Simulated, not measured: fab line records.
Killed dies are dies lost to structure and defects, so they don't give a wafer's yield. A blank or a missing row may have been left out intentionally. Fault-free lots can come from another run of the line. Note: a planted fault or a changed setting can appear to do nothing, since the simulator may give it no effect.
2 desks, one fault | flow berkeley cmos170 | only its own numbers are on each desk; what lay behind them is given at the end

METROLOGY DESK
Means of the sampled wafers that have a number, per lot and without regard to the tool the lot ran on: this is what the gauges read. Any lot whose mean is over 4 standard deviations away from the usual mean is out of limits and marked OUT; that distance is given in the brackets.
Columns: A = CONTACT_OVL at UCB170_CONTACT_OVL_MEAS_16, usual -1 nm
lot  | first seen here | A
L985 | day 7 21:15     | -1
L988 | day 8 10:44     | -3
L987 | day 8 12:50     | -5
L990 | day 9 01:48     | -5
L993 | day 10 03:08    | 7
L995 | day 10 04:52    | -6
L998 | day 10 21:25    | -0
L999 | day 11 09:31    | -3
L100 | day 11 11:53    | 7
L102 | day 12 00:46    | 3
L103 | day 12 01:44    | 4
L108 | day 13 11:59    | 6
L106 | day 13 12:07    | -6
L107 | day 13 13:10    | 4
This desk's verdict: no lot among the 14 shows anything out of limits.

AT THE TOOL OWNER'S DESK: rie metal-03
The tool's own readings at UCB170_M1_METAL_ETCH_12 (etches Al in Cl2/BCl3, stops on PSG, target depth 780 nm, time 130 s): means of the sampled wafers that have a number, for each lot that ran on this tool. Any lot whose mean is over 4 standard deviations away from the usual mean is out of limits and marked OUT; that distance is given in the brackets.
Columns: A = bias w at UCB170_M1_METAL_ETCH_12, usual 119.9 W; B = drypump motor current A at UCB170_M1_METAL_ETCH_12, usual 6.2 A; C = oes product au at UCB170_M1_METAL_ETCH_12, usual 0.854 a.u.; D = rf fwd power W at UCB170_M1_METAL_ETCH_12, usual 597.4 W; E = throttle valve pct at UCB170_M1_METAL_ETCH_12, usual 24.29 %
lot  | first seen here | A               | B   | C     | D     | E
L988 | day 8 13:01     | 119.4           | 6.7 | 0.839 | 597.1 | 24.39
L987 | day 8 15:49     | 119.8           | 6.7 | 0.847 | 597.2 | 24.38
L990 | day 9 03:50     | 119.7           | 6.7 | 0.840 | 597.5 | 24.39
L993 | day 10 05:13    | 112.2 (-22) OUT | 6.7 | 0.831 | 599.4 | 24.41
L995 | day 10 07:31    | 112.5 (-21) OUT | 6.8 | 0.833 | 597.3 | 24.41
L106 | day 13 15:05    | 120.0           | 6.7 | 0.847 | 596.5 | 24.39
This desk's finding: out of limits on L993, L995; first on L993, day 10 05:13 (bias w at UCB170_M1_METAL_ETCH_12). In limits: L988, L987, L990, L106.

BROUGHT TOGETHER
On L993, L995, at day 10 05:13, an alarm was possible from the tool owner's desk.
At the metrology desk, nothing out of limits was observed.
The metrology desk holds a record of L993, L995, inside its limits.
Every lot named ran UCB170_M1_METAL_ETCH_12 on rie metal-03.

WHAT THE SIMULATOR PUT IN
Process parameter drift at UCB170_M1_METAL_ETCH_12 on rie metal-03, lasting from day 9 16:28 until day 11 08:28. Setting bias w shifted by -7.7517 from 120. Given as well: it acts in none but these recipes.
Shown lots that were struck: L993, L995.
How many hours passed from the start of the fault until each desk's first out-of-limits reading: the tool owner's desk, 13.
